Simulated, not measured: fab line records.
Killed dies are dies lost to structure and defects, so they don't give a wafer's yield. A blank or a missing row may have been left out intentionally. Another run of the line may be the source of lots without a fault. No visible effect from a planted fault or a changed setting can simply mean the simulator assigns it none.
fab line records	flow berkeley_cmos170
record: lots: 6	wafers: 18	last_day: 12
route steps=331 shown CONTACT@237 M1@238
lots that met no fault: taken from a fault-free run of the same line
start_h: the number of hours between the record's first day and the start of the first shown wafer of the lot	wait_h: how many hours have passed since the lot's step before this one	" the same as in the row above	L1.1+2: one row covering several wafers at once	- value missing, or start not given	* or withheld: withheld	< > ~ a bound
route shown NAME@n: names a module that has steps shown in the file, with the first one's number in the route	usual: mean and standard deviation over wafers with no fault	same: alike in all rows	chamber/n: place in a boat	sites: readings site by site	_std_site: standard deviation of those values	_edge_site: outer sites' mean less inner sites'	radius_mm: for every site, how far away it sits from the centre of the wafer	mask NAME#n: copy n	behind: tool/chamber where the wafer was last shaped	hold: why the lot was held/for how many hours/how that ended	device: the transistor (n, p or np) that didn't switch	end of line: the same wafers' tests at the end of the route	a step with no rows: only its recipe	killed: count of dies lost to structure and defects at first sort (not the wafer's yield)	map: shows each die of a wafer: x if killed, . if not, _ if none is there
set.NAME: the setting the step ran with; set.NAME@STEP: the setting that earlier step ran with	model.NAME: the simulator's own value behind a step, which no gauge read
lots at selected steps of the route; one table per step, one row per wafer
services: the hour from which a tool's chamber was out of use, counted from the record's first day as start_h (under 0 if before that day), plus the number of hours and why
== steps ==
step: UCB170_CONTACT_CLEAN_20
recipe: chemistry: SPM	temp_c: 120	time_s: 600
step: UCB170_M1_SPUTTER_00
recipe: material: Al	target_thk_nm: 600	time_s: 80	power_w: 6000	chamber_pressure_pa: 0.5
usual: cathode_dc_power_W: 6000.0/1.2	chamber_pressure_pa: 0.5001/0.00099	throttle_valve_pct: 30.6/0.98
lot.wafer	tool	chamber	start_h	wait_h	cathode_dc_power_W	chamber_pressure_pa	throttle_valve_pct
L346.1	pvd_sputter-01	-	162.98	0.0	6002.1	0.4990	31.5
L346.3	"	-	"	"	6001.0	0.5015	32.0
L346.4	"	-	"	"	6000.8	0.5011	30.6
L356.2	pvd_sputter-02	-	219.15	0.0	6002.6	0.5003	30.1
L356.4	"	-	"	"	5998.8	0.5007	29.9
L356.6	"	-	"	"	5998.8	0.4989	29.4
L359.1	pvd_sputter-03	-	219.15	0.0	5999.5	0.5006	29.7
L359.4	"	-	"	"	5999.6	0.4995	30.9
L359.5	"	-	"	"	5999.0	0.4975	30.9
L354.2	pvd_sputter-01	-	219.21	0.1	6001.5	0.5011	31.1
L354.3	"	-	"	"	6000.8	0.5007	31.5
L354.5	"	-	"	"	6001.0	0.5006	30.7
L360.1	pvd_sputter-01	-	230.79	0.0	6001.0	0.4994	30.2
L360.3	"	-	"	"	5998.4	0.5001	31.8
L360.6	"	-	"	"	5999.1	0.4999	30.1
L367.2	pvd_sputter-01	-	260.68	0.0	5998.6	0.5007	31.8
L367.3	"	-	"	"	5999.0	0.5004	30.8
L367.6	"	-	"	"	6000.4	0.4997	31.8
step: UCB170_M1_RS_MEAS_01
recipe: thk_meas_gauge: four-point-probe	reads: Al_of_M1_SPUTTER_00
usual: M1_AL_RS: 0.0483/0.00047
lot.wafer	tool	chamber	start_h	wait_h	M1_AL_RS[ohm/sq]
L346.1	film_metro-01	-	163.04	0.0	0.0488
L346.3	"	-	"	"	0.0487
L346.4	"	-	"	"	0.0482
L359.1	film_metro-02	-	219.22	0.0	0.0487
L359.4	"	-	"	"	0.0477
L359.5	"	-	"	"	0.0477
L356.2	film_metro-01	-	219.24	0.1	0.0494
L356.4	"	-	"	"	0.0495
L356.6	"	-	"	"	0.0487
L354.2	film_metro-03	-	219.41	0.2	0.0484
L354.3	"	-	"	"	0.0488
L354.5	"	-	"	"	0.0485
L360.1	film_metro-02	-	230.85	0.0	0.0484
L360.3	"	-	"	"	0.0481
L360.6	"	-	"	"	0.0483
L367.2	film_metro-03	-	260.76	0.1	0.0482
L367.3	"	-	"	"	0.0486
L367.6	"	-	"	"	0.0482
step: UCB170_M1_THK_MEAS_02
recipe: thk_meas_gauge: xrf	reads: Al_of_M1_SPUTTER_00
usual: M1_AL_THK: 602/5.6
lot.wafer	tool	chamber	start_h	wait_h	M1_AL_THK[nm]
L346.1	film_metro-01	-	163.16	0.1	601
L346.3	"	-	"	"	597
L346.4	"	-	"	"	602
L359.1	film_metro-02	-	219.34	0.1	593
L359.4	"	-	"	"	609
L359.5	"	-	"	"	603
L356.2	film_metro-01	-	219.35	0.1	590
L356.4	"	-	"	"	586
L356.6	"	-	"	"	600
L354.2	film_metro-03	-	219.52	0.1	598
L354.3	"	-	"	"	598
L354.5	"	-	"	"	600
L360.1	film_metro-02	-	230.97	0.1	593
L360.3	"	-	"	"	602
L360.6	"	-	"	"	601
L367.2	film_metro-03	-	260.87	0.1	605
L367.3	"	-	"	"	602
L367.6	"	-	"	"	603
step: UCB170_M1_COAT_03
recipe: resist: BARC	temp_c: withheld	time_s: withheld	spin_rpm: 3000	resist_thk_nm: withheld
step: UCB170_M1_COAT_04
recipe: resist: KrF	spin_rpm: 1500	resist_thk_nm: 915.2
step: UCB170_M1_SOFTBAKE_05
recipe: resist: KrF	temp_c: 130	time_s: 60
step: UCB170_M1_EXPOSE_06
recipe: mask_id: METAL1	target_cd_nm: 700	na: 0.5	sigma_outer: 0.6	source_shape: conventional	dose_mj: 21
step: UCB170_M1_PEB_07
recipe: peb_temp_c: 130	peb_time_s: withheld	resist: KrF
step: UCB170_M1_DEVELOP_08
recipe: developer: TMAH	develop_time_s: 45	resist: KrF	dev_temp_c: 21
step: UCB170_M1_CD_MEAS_09
recipe: target_cd_nm: 700
usual: cd_nm: 700.3/1.6
lot.wafer	tool	chamber	start_h	wait_h	cd_nm
L346.1	cd_sem-02	-	164.21	-	702.9
L346.3	"	-	"	"	703.5
L346.4	"	-	"	"	701.9
L356.2	cd_sem-02	-	220.62	-	700.3
L356.4	"	-	"	"	700.2
L356.6	"	-	"	"	699.8
L359.1	cd_sem-01	-	220.87	-	701.5
L359.4	"	-	"	"	700.7
L359.5	"	-	"	"	700.7
L354.2	cd_sem-01	-	221.17	-	698.4
L354.3	"	-	"	"	699.7
L354.5	"	-	"	"	698.6
L360.1	cd_sem-02	-	232.50	-	700.4
L360.3	"	-	"	"	701.5
L360.6	"	-	"	"	701.4
L367.2	cd_sem-02	-	263.00	-	702.0
L367.3	"	-	"	"	702.8
L367.6	"	-	"	"	702.1
step: UCB170_M1_OVL_MEAS_10
usual: M1_OVL: 7/5.1
lot.wafer	tool	chamber	start_h	wait_h	M1_OVL[nm]
L346.1	overlay-01	-	164.33	0.1	9
L346.3	"	-	"	"	3
L346.4	"	-	"	"	16
L356.2	overlay-01	-	220.73	0.1	7
L356.4	"	-	"	"	8
L356.6	"	-	"	"	-1
L359.1	overlay-02	-	220.99	0.1	7
L359.4	"	-	"	"	15
L359.5	"	-	"	"	10
L354.2	overlay-01	-	221.28	0.1	0
L354.3	"	-	"	"	3
L354.5	"	-	"	"	-1
L360.1	overlay-02	-	232.62	0.1	5
L360.3	"	-	"	"	12
L360.6	"	-	"	"	14
L367.2	overlay-01	-	263.11	0.1	4
L367.3	"	-	"	"	4
L367.6	"	-	"	"	3
step: UCB170_M1_ETCH_11
recipe: chemistry: N2/H2	target_depth_a: withheld	overetch_a: withheld	target: BARC	time_s: withheld	source_w: 500	bias_w: 100	pressure_mtorr: 30	n2_flow_sccm: 100	h2_flow_sccm: 200
usual: bias_w: 99.99/0.28	chamber_pressure_mTorr: 30.000/0.026	drypump_motor_current_A: 6.1/0.44	n2_flow_sccm: 100.0/0.31	oes_product_au: 1.010/0.02	throttle_valve_pct: 13.24/0.16
lot.wafer	tool	chamber	start_h	wait_h	bias_w	chamber_pressure_mTorr	drypump_motor_current_A	n2_flow_sccm	oes_product_au	throttle_valve_pct
L346.1	rie_diel-01	1	164.36	0.0	99.57	30.021	6.2	100.1	0.993	13.22
L346.3	"	2	"	"	99.63	30.015	5.5	99.4	1.026	13.19
L346.4	"	0	"	"	100.31	29.976	5.9	100.1	0.996	13.34
L356.2	rie_diel-03	2	220.76	0.0	-	-	-	-	-	-
L356.4	"	1	"	"	-	-	-	-	-	-
L356.6	"	2	"	"	-	-	-	-	-	-
L359.1	rie_diel-01	3	221.03	0.0	-	-	-	-	-	-
L359.4	"	0	"	"	-	-	-	-	-	-
L359.5	"	1	"	"	-	-	-	-	-	-
L354.2	rie_diel-04	0	221.31	0.0	100.40	30.013	6.5	100.0	1.055	13.20
L354.3	"	2	"	"	99.89	30.010	5.3	99.5	1.033	13.32
L354.5	"	2	"	"	99.83	29.979	5.3	99.7	1.029	13.32
L360.1	rie_diel-04	2	232.65	0.0	100.08	30.026	5.3	100.3	1.040	13.31
L360.3	"	0	"	"	100.15	30.007	6.5	99.7	1.061	13.20
L360.6	"	1	"	"	99.92	30.014	6.5	99.7	0.969	13.31
L367.2	rie_diel-04	3	263.14	0.0	99.97	29.991	6.7	99.3	1.002	13.06
L367.3	"	2	"	"	99.85	30.088	5.3	99.9	1.029	13.30
L367.6	"	3	"	"	99.97	30.018	6.7	99.3	0.992	13.04
step: UCB170_M1_METAL_ETCH_12
recipe: chemistry: Cl2/BCl3	target: Al	stop_on: PSG	pressure_mtorr: 12	target_depth_a: 7800	over_etch_frac: 0.3	time_s: 130	icp_w: 600	bias_w: 120	Cl2_flow_sccm: 90	bcl3_flow_sccm: 45
usual: bcl3_flow_sccm: 44.99/0.13	bias_w: 119.9/0.38	drypump_motor_current_A: 5.6/0.35	he_backside_leak_sccm: 3.39/0.28	oes_product_au: 0.856/0.015	throttle_valve_pct: 24.44/0.27
lot.wafer	tool	chamber	start_h	wait_h	bcl3_flow_sccm	bias_w	drypump_motor_current_A	he_backside_leak_sccm	oes_product_au	rf_hours_counter_h	throttle_valve_pct
L346.1	rie_metal-03	1	164.41	-	44.78	120.2	6.0	3.58	0.835	10	24.28
L346.3	"	1	"	"	44.74	120.1	6.0	3.49	0.840	-	24.30
L346.4	"	1	"	"	44.86	120.1	6.0	3.62	0.842	-	24.29
L356.2	rie_metal-03	0	220.80	-	45.06	120.9	5.7	3.02	0.377	6	24.22
L356.4	"	0	"	"	45.01	120.4	5.7	3.15	0.389	-	24.22
L356.6	"	1	"	"	45.12	120.1	6.0	3.65	0.369	-	24.52
L359.1	rie_metal-04	1	221.07	-	45.06	120.8	5.3	3.14	0.382	14	24.71
L359.4	"	0	"	"	45.01	119.2	5.3	3.71	0.384	-	24.63
L359.5	"	0	"	"	44.83	119.7	5.3	3.41	0.379	-	24.64
L354.2	rie_metal-01	0	221.35	-	44.76	119.8	5.3	3.17	0.855	11	24.66
L354.3	"	1	"	"	45.01	120.1	6.0	3.55	0.851	-	24.84
L354.5	"	1	"	"	45.06	120.6	6.1	3.51	0.856	-	24.84
L360.1	rie_metal-01	0	232.70	-	45.03	120.2	5.3	3.19	0.843	11	24.65
L360.3	"	0	"	"	44.98	119.8	5.3	3.25	0.852	-	24.67
L360.6	"	1	"	"	44.99	120.0	6.1	3.45	0.848	-	24.86
L367.2	rie_metal-01	0	263.18	-	44.82	120.3	5.3	3.29	0.848	12	24.67
L367.3	"	0	"	"	44.69	120.0	5.3	3.18	0.858	-	24.66
L367.6	"	0	"	"	44.85	120.5	5.3	3.15	0.845	-	24.66
step: UCB170_M1_STRIP_13
recipe: chemistry: O2	power_w: 400	pressure_mtorr: 3500	platen_temp_c: withheld	o2_flow_sccm: 400	overash_fraction: 0.5
usual: drypump_motor_current_A: 5.5/0.5	oes_product_au: 0.720/0.0047
lot.wafer	tool	chamber	start_h	wait_h	drypump_motor_current_A	oes_product_au	rf_hours_counter_h
L346.1	plasma_asher-02	0	164.67	0.2	5.7	0.722	46
L346.3	"	1	"	"	6.0	0.712	-
L346.4	"	0	"	"	5.7	0.720	-
L356.2	plasma_asher-01	0	220.93	0.1	5.9	0.721	12
L356.4	"	0	"	"	5.9	0.722	-
L356.6	"	0	"	"	5.9	0.715	-
L359.1	plasma_asher-03	0	221.25	0.1	5.1	0.722	50
L359.4	"	0	"	"	5.1	0.717	-
L359.5	"	1	"	"	4.8	0.715	-
L354.2	plasma_asher-01	0	221.48	0.1	5.8	0.721	12
L354.3	"	1	"	"	6.0	0.727	-
L354.5	"	1	"	"	6.0	0.719	-
L360.1	plasma_asher-01	0	232.83	0.1	5.9	0.725	13
L360.3	"	0	"	"	5.9	0.722	-
L360.6	"	0	"	"	5.9	0.707	-
L367.2	plasma_asher-03	1	263.31	0.1	4.8	0.723	56
L367.3	"	1	"	"	4.8	0.719	-
L367.6	"	0	"	"	5.1	0.720	-
step: UCB170_M1_CD_MEAS_90
recipe: target_cd_nm: 700
usual: cd_nm: 699.5/2.6
lot.wafer	tool	chamber	start_h	wait_h	cd_nm
L346.1	cd_sem-02	-	164.77	0.1	701.2
L346.3	"	-	"	"	702.4
L346.4	"	-	"	"	701.1
L356.2	cd_sem-02	-	221.15	0.2	-
L356.4	"	-	"	"	-
L356.6	"	-	"	"	-
L359.1	cd_sem-01	-	221.35	0.1	-
L359.4	"	-	"	"	-
L359.5	"	-	"	"	-
L354.2	cd_sem-02	-	221.60	0.1	699.5
L354.3	"	-	"	"	697.0
L354.5	"	-	"	"	698.0
L360.1	cd_sem-01	-	232.93	0.1	702.3
L360.3	"	-	"	"	704.6
L360.6	"	-	"	"	699.4
L367.2	cd_sem-02	-	263.43	0.1	704.2
L367.3	"	-	"	"	704.1
L367.6	"	-	"	"	704.1
step: UCB170_M1_ANNEAL_14
recipe: temp_c: 400	time_s: 1200	ambient: forming_gas
== services ==
tool	chamber	start_h	hours	kind
rie_diel-03	3	141.79	38.4	repair
plasma_asher-03	-	143.63	2.7	repair
rie_metal-03	-	147.10	0.5	repair
rie_diel-04	2	147.84	1.6	repair
rie_diel-03	1	151.84	20.0	repair
rie_diel-04	2	157.10	15.3	repair
pvd_sputter-03	-	161.57	1.8	repair
rie_metal-03	0	163.39	2.5	repair
pvd_sputter-03	-	175.28	1.3	repair
rie_metal-03	-	175.30	2.7	repair
rie_diel-01	0	176.66	2.3	repair
plasma_asher-02	-	177.31	14.6	pm
rie_metal-01	-	179.17	14.6	pm
rie_diel-03	-	179.98	0.2	repair
rie_diel-01	0	181.02	4.1	repair
plasma_asher-01	-	181.24	4.2	repair
rie_diel-03	-	184.42	0.3	repair
plasma_asher-03	-	193.10	0.9	repair
rie_diel-03	0	200.83	-	clean
rie_diel-03	0	200.83	22.8	scheduled_down
rie_diel-03	0	200.83	22.8	vent_cycle
plasma_asher-01	-	214.13	1.8	repair
plasma_asher-02	-	228.35	25.9	pm
pvd_sputter-03	-	253.80	1.4	repair
== key ==
first_sign: step: UCB170_M1_ETCH_11	reading: tool_record	direction: missing
effect: step: UCB170_M1_METAL_ETCH_12	reading: oes_product_au	direction: down	sigmas: 31	usual: 0.856	struck: 0.380
effect: step: UCB170_M1_CD_MEAS_90	reading: cd_nm	direction: missing
met_at UCB170_M1_ETCH_11
struck_wafers L356.2,L356.4,L356.6,L359.1,L359.4,L359.5
later_rows_left_out L356.2,L356.4,L356.6,L359.1,L359.4,L359.5
sort_left_out L356.2,L356.4,L356.6,L359.1,L359.4,L359.5
onset_between 164.36 220.76
fault: kind: skipped_step_whole	tool: rie_diel-01,rie_diel-03	chamber: -	onset_h: 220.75	steps: UCB170_M1_ETCH_11	scope: struck_lots_only
sort_left_out: the simulated sort isn't trusted on such a fault, so these wafers' sort isn't shown, and their yield isn't known
later_rows_left_out: the simulator's readings of these wafers behind a module that went badly wrong aren't trusted and aren't shown, but for the sort
